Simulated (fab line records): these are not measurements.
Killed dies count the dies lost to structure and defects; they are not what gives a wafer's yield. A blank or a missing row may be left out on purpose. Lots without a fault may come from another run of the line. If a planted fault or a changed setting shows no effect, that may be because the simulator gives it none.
Chamber matching | flow berkeley cmos170 | UCB170_V1_CMP_02 on cmp-02: 4 sister chambers
The step polishes SiO2. 18 wafers are shown with their chamber, then 9 later ones without.

WAFERS WITH THEIR CHAMBER
wafer  | chamber | motor current A (A)
L351.1 | 2       | 15.5
L351.3 | 3       | 16.2
L351.4 | 1       | 15.0
L353.2 | 1       | 13.9
L353.3 | 2       | 15.9
L353.5 | 1       | 13.9
L354.3 | 1       | 13.9
L354.5 | 3       | 16.7
L354.6 | 0       | 15.7
L360.1 | 1       | 14.5
L360.4 | 3       | 16.6
L360.5 | 3       | 17.1
L357.1 | 2       | 16.1
L357.4 | 3       | 17.0
L357.6 | 3       | 16.9
L363.4 | 3       | 16.5
L363.5 | 0       | 15.4
L363.6 | 3       | 16.6

SIGNATURES (means of the wafers above)
reading         | chamber 0 | chamber 1 | chamber 2 | chamber 3 | scatter within a chamber
motor current A | 15.550    | 14.240    | 15.833    | 16.700    | 0.361
Rule: a wafer lies at a distance from a chamber equal to the root of the sum of squares, over the readings, of (its reading less the chamber's mean, divided by the reading's scatter). The wafer belongs to the nearest chamber; if the next one is less than 2 further off, it can't be placed. The scatter is the square root of a quotient: the sum, over the shown wafers, of each reading's squared deviation from its chamber's mean, divided by wafers minus chambers.

WAFERS WITH NO CHAMBER GIVEN
wafer  | motor current A (A)
L367.2 | 15.3
L367.3 | 16.6
L367.4 | 16.5
L372.1 | 17.4
L372.2 | 16.6
L372.5 | 14.9
L374.3 | 13.8
L374.4 | 14.7
L374.5 | 13.6

EACH ONE'S CHAMBER
wafer  | from the rows above          | in truth
L367.2 | can't be placed: 0 or 2      | 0
L367.3 | can't be placed: 3 or 2      | 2
L367.4 | can't be placed: 3 or 2      | 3
L372.1 | 3                            | 3
L372.2 | can't be placed: 3 or 2      | 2
L372.5 | can't be placed: 0 or 1 or 2 | 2
L374.3 | 1                            | 1
L374.4 | can't be placed: 1 or 0 or 2 | 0
L374.5 | 1                            | 1
Placed correctly: 3 of 9. Not placeable from these rows: 6 (in 6, the candidates include the true chamber). Placed wrongly: 0.
